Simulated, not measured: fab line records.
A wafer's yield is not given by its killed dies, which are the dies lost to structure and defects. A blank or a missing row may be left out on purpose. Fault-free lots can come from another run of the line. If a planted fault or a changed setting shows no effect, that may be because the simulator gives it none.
fab line records | flow rit_cmos
record: lots: 6 wafers: 18 last_day: 6
route steps=202 shown GATE@83
lots that met no fault: from a run of the same line without faults
start_h: start of the lot's first displayed wafer, in hours after the record's first day | wait_h: hours elapsed since this lot's preceding step | " identical to the entry in the row above | L1.1+2: a row that stands for several wafers | - no value, or no start was given | * or withheld: withheld | < > ~ a bound
route shown NAME@n: a module of which the file shows steps, and the number in the route of the first | usual: mean/standard deviation of fault-free wafers | same: alike in all rows | chamber/n: place in a boat | sites: the reading at each site | _std_site: standard deviation across them | _edge_site: inner sites' mean taken away from outer sites' mean | radius_mm: how far each site lies from the wafer's centre | mask NAME#n: copy n | behind: the last tool/chamber to shape the wafer | hold: why the lot was held/for how many hours/how that ended | device: transistor that didn't switch, given as n, p or np | end of line: tests of these same wafers at the route's end | where a step has no rows: the recipe by itself | killed: dies that structure and defects cost at the first sort, which is not the same as the wafer's yield | map: a wafer's dies, marking killed ones x, the rest . and places with no die _
set.NAME: the setting the step ran with; set.NAME@STEP: the setting that earlier step ran with | model.NAME: the simulator's own value behind a step, which no gauge read
lots seen at some steps along the route; tables by step, rows by wafer
services: from which hour (start_h, from the record's first day; less than 0 if before it) a tool's chamber was out of use, for how many hours, and why
== steps ==
step: RIT_GATE_THK_MEAS_07
recipe: reads: SiO2_of_GATE_OXIDATION_05
usual: GATE_OXIDE_THK: 3.01/0.056
columns lot.wafer tool chamber start_h wait_h GATE_OXIDE_THK[nm]
L945.1 film_metro-02 - 40.02 0.0 2.96
L945.4 " - " " 2.99
L945.6 " - " " 3.01
L948.2 film_metro-01 - 54.80 0.0 3.01
L948.5 " - " " 3.05
L948.6 " - " " 3.07
L952.1 film_metro-03 - 74.88 0.0 2.96
L952.3 " - " " 3.02
L952.4 " - " " 3.05
L960.1 film_metro-03 - 113.78 0.0 3.06
L960.3 " - " " 3.12
L960.5 " - " " 3.06
L966.2 film_metro-02 - 143.72 0.0 3.02
L966.4 " - " " 2.98
L966.6 " - " " 3.00
L967.3 film_metro-02 - 148.25 0.0 3.14
L967.5 " - " " 3.02
L967.6 " - " " 3.01
step: RIT_GATE_CVD_08
recipe: material: poly-Si target_thk_nm: 250 temp_c: 610 precursor: SiH4 time_s: 2220 pressure_mtorr: 300 sih4_flow_sccm: 100
step: RIT_GATE_THK_MEAS_09
recipe: reads: poly-Si_of_GATE_CVD_08
usual: GATE_POLY_THK: 250.9/2.1
columns lot.wafer tool chamber start_h wait_h GATE_POLY_THK[nm]
L945.1 film_metro-02 - 41.70 0.0 252.5
L945.4 " - " " 252.1
L945.6 " - " " 249.0
L948.2 film_metro-01 - 56.48 0.0 253.7
L948.5 " - " " 252.9
L948.6 " - " " 253.0
L952.1 film_metro-03 - 76.55 0.0 252.1
L952.3 " - " " 253.9
L952.4 " - " " 253.3
L960.1 film_metro-02 - 115.45 0.0 251.1
L960.3 " - " " 252.6
L960.5 " - " " 253.7
L966.2 film_metro-02 - 145.39 0.0 250.4
L966.4 " - " " 250.4
L966.6 " - " " 251.3
L967.3 film_metro-02 - 150.17 0.0 251.3
L967.5 " - " " 249.6
L967.6 " - " " 250.9
step: RIT_GATE_HMDS_10
recipe: prime_time_s: 60 prime_temp_c: 140
step: RIT_GATE_COAT_11
recipe: resist: NOVOLAK spin_rpm: 4250 resist_thk_nm: 850
step: RIT_GATE_SOFTBAKE_12
recipe: resist: NOVOLAK temp_c: 90 time_s: 60
step: RIT_GATE_EXPOSE_13
recipe: mask_id: M6 na: 0.6 source_shape: conventional sigma_outer: 0.6 target_cd_nm: 150 dose_mj: 380
step: RIT_GATE_PEB_14
recipe: resist: NOVOLAK temp_c: withheld time_s: withheld
step: RIT_GATE_DEVELOP_15
recipe: resist: NOVOLAK develop_time_s: 50 dev_temp_c: 23
step: RIT_GATE_CD_MEAS_16
recipe: target_cd_nm: 150
usual: cd_nm: 150.6/2.6
columns lot.wafer tool chamber start_h wait_h cd_nm
L945.1 cd_sem-01 - 42.63 - 151.0
L945.4 " - " " 149.5
L945.6 " - " " 146.0
L948.2 cd_sem-02 - 57.73 - 150.4
L948.5 " - " " 149.2
L948.6 " - " " 149.6
L952.1 cd_sem-01 - 77.51 - 148.8
L952.3 " - " " 150.7
L952.4 " - " " 148.1
L960.1 cd_sem-01 - 116.36 - 146.3
L960.3 " - " " 148.1
L960.5 " - " " 147.1
L966.2 cd_sem-02 - 146.31 - 146.2
L966.4 " - " " 146.2
L966.6 " - " " 145.1
L967.3 cd_sem-02 - 151.22 - 154.9
L967.5 " - " " 152.6
L967.6 " - " " 152.7
step: RIT_GATE_OVL_MEAS_17
usual: GATE_OVL: -1.9/1.5
columns lot.wafer tool chamber start_h wait_h GATE_OVL[nm]
L945.1 overlay-01 - 42.75 0.1 -0.5
L945.4 " - " " -0.2
L945.6 " - " " -1.3
L948.2 overlay-02 - 57.84 0.1 -3.6
L948.5 " - " " -3.5
L948.6 " - " " -3.4
L952.1 overlay-01 - 77.63 0.1 -2.5
L952.3 " - " " -3.5
L952.4 " - " " -1.2
L960.1 overlay-01 - 116.48 0.1 -3.1
L960.3 " - " " -2.2
L960.5 " - " " -2.9
L966.2 overlay-01 - 146.42 0.1 -1.2
L966.4 " - " " 0.4
L966.6 " - " " -0.2
L967.3 overlay-02 - 151.31 0.1 -2.1
L967.5 " - " " -4.4
L967.6 " - " " -3.2
step: RIT_GATE_HARDBAKE_18
recipe: resist: NOVOLAK temp_c: 140 time_s: 60
step: RIT_GATE_ETCH_19
recipe: chemistry: SF6/CHF3/O2 time_s: 165 SF6_flow_sccm: 30 CHF3_flow_sccm: 30 O2_flow_sccm: 5 target: poly-Si pressure_mtorr: 40 rf_w: 160 target_depth_a: 3125 over_etch_frac: 0.25 stop_on: SiO2
usual: CHF3_flow_sccm: 29.99/0.088 O2_flow_sccm: 5.000/0.014 drypump_motor_current_A: 5.6/0.55 oes_product_au: 0.852/0.0098 throttle_valve_pct: 10.22/0.16 time_s: 165/0
columns lot.wafer tool chamber start_h wait_h CHF3_flow_sccm O2_flow_sccm drypump_motor_current_A oes_product_au rf_hours_counter_h throttle_valve_pct time_s model.NOVOLAK_of_GATE_COAT_11.thk_nm model.SiO2_of_FOX2_OXIDATION_00.thk_nm
L945.1 rie_si-02 0 42.94 0.1 30.09 5.008 6.0 0.864 107 10.14 165 667 239.7
L945.4 " 2 " " 30.06 4.992 4.9 0.848 89 10.19 165 671.7 246.7
L945.6 " 0 " " 30.06 4.992 6.0 0.854 - 10.14 165 666.3 247.8
L948.2 rie_si-01 2 58.02 0.1 29.84 4.992 5.5 0.855 158 10.08 165 673.2 237.5
L948.5 " 0 " " 30.12 5.012 6.0 0.867 - 10.34 165 670.2 239.6
L948.6 " 1 " " 29.73 5.024 5.9 0.853 - 10.58 165 673.8 234.3
L952.1 rie_si-01 0 77.82 0.1 30.05 4.973 6.0 0.860 53 10.33 165 666.2 245.9
L952.3 " 1 " " 29.87 4.998 5.8 0.855 111 10.60 165 669.9 244.8
L952.4 " 1 " " 29.98 4.992 5.8 0.847 - 10.59 165 669.6 245.8
L960.1 rie_si-01 3 116.67 0.1 29.88 4.991 6.3 0.849 6 10.04 165 670 243.3
L960.3 " 2 " " 30.15 5.007 5.5 0.840 0 10.09 165 670.5 241.9
L960.5 " 0 " " 30.10 4.996 6.0 0.865 - 10.33 165 667.5 242.4
L966.2 rie_si-01 2 146.60 0.1 - - - - - - - 751.6 248.3
L966.4 " 0 " " - - - - - - - 753.3 253.3
L966.6 " 0 " " - - - - - - - 751 249.6
L967.3 rie_si-02 0 151.49 0.1 - - - - - - - 753.6 252.4
L967.5 " 2 " " - - - - - - - 755.3 251.1
L967.6 " 1 " " - - - - - - - 754.6 254.9
step: RIT_GATE_STRIP_20
recipe: chemistry: O2 time_s: 180 resist: NOVOLAK platen_temp_c: withheld power_w: 500 pressure_mtorr: 4000 o2_flow_sccm: 4000
usual: drypump_motor_current_A: 5.6/0.39
same: time_s: 180
columns lot.wafer tool chamber start_h wait_h drypump_motor_current_A rf_hours_counter_h
L945.1 plasma_asher-02 0 43.04 0.1 6.1 38
L945.4 " 1 " " 5.5 -
L945.6 " 0 " " 6.1 -
L948.2 plasma_asher-02 0 58.13 0.1 6.1 40
L948.5 " 0 " " 6.1 -
L948.6 " 1 " " 5.5 -
L952.1 plasma_asher-02 0 77.92 0.1 6.1 42
L952.3 " 0 " " 6.1 -
L952.4 " 1 " " 5.5 -
L960.1 plasma_asher-02 1 116.78 0.1 5.5 46
L960.3 " 1 " " 5.5 -
L960.5 " 1 " " 5.5 -
L966.2 plasma_asher-02 0 146.71 0.1 6.1 50
L966.4 " 1 " " 5.4 -
L966.6 " 1 " " 5.5 -
L967.3 plasma_asher-03 1 151.65 0.1 5.0 -
L967.5 " 1 " " 5.1 -
L967.6 " 0 " " 5.4 -
step: RIT_GATE_CD_MEAS_90
recipe: target_cd_nm: 150
usual: cd_nm: 150.6/2.6
columns lot.wafer tool chamber start_h wait_h cd_nm
L945.1 cd_sem-01 - 43.22 0.1 151.0
L945.4 " - " " 149.7
L945.6 " - " " 145.9
L948.2 cd_sem-01 - 58.32 0.1 150.7
L948.5 " - " " 149.0
L948.6 " - " " 149.7
L952.1 cd_sem-01 - 78.10 0.1 148.8
L952.3 " - " " 150.1
L952.4 " - " " 148.3
L960.1 cd_sem-01 - 116.95 0.1 146.7
L960.3 " - " " 147.7
L960.5 " - " " 146.6
L966.2 cd_sem-01 - 146.90 0.1 -
L966.4 " - " " -
L966.6 " - " " -
L967.3 cd_sem-01 - 151.81 0.1 -
L967.5 " - " " -
L967.6 " - " " -
== services ==
columns tool chamber start_h hours kind
rie_si-02 - 35.02 5.7 repair
rie_si-01 0 69.67 1.0 repair
rie_si-01 2 72.97 - clean
rie_si-01 2 72.97 15.1 scheduled_down
rie_si-01 2 72.97 15.1 vent_cycle
rie_si-02 - 97.23 3.2 repair
rie_si-02 3 100.44 - clean
rie_si-02 3 100.44 14.8 scheduled_down
rie_si-02 3 100.44 14.8 vent_cycle
rie_si-01 1 115.55 1.1 repair
rie_si-02 2 136.99 3.4 repair
== key ==
first_sign: step: RIT_GATE_ETCH_19 reading: tool_record direction: missing
effect: step: RIT_GATE_CD_MEAS_90 reading: cd_nm direction: missing
model_effect: step: RIT_GATE_ETCH_19 value: NOVOLAK_of_GATE_COAT_11.thk_nm without: 670.9 struck: 753.2
met_at RIT_GATE_ETCH_19
struck_wafers L966.2,L966.4,L966.6,L967.3,L967.5,L967.6
later_rows_left_out L966.2,L966.4,L966.6,L967.3,L967.5,L967.6
sort_left_out L966.2,L966.4,L966.6,L967.3,L967.5,L967.6
tester_left_out L966,L967
onset_between 116.67 146.60
fault: kind: skipped_step_whole tool: rie_si-01,rie_si-02 chamber: - onset_h: 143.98 steps: RIT_GATE_ETCH_19 scope: struck_lots_only
tester_left_out: of these lots the tester's yield and bins aren't shown, on N5 and GAA mostly nor the transistor test; their killed dies are dies lost to structure and defects alone, not to doping, threshold or leakage, so they don't give the yield
sort_left_out: the simulated sort isn't trusted on such a fault, so these wafers' sort isn't shown, and their yield isn't known
later_rows_left_out: the simulator's readings of these wafers behind a module that went badly wrong aren't trusted and aren't shown, but for the sort
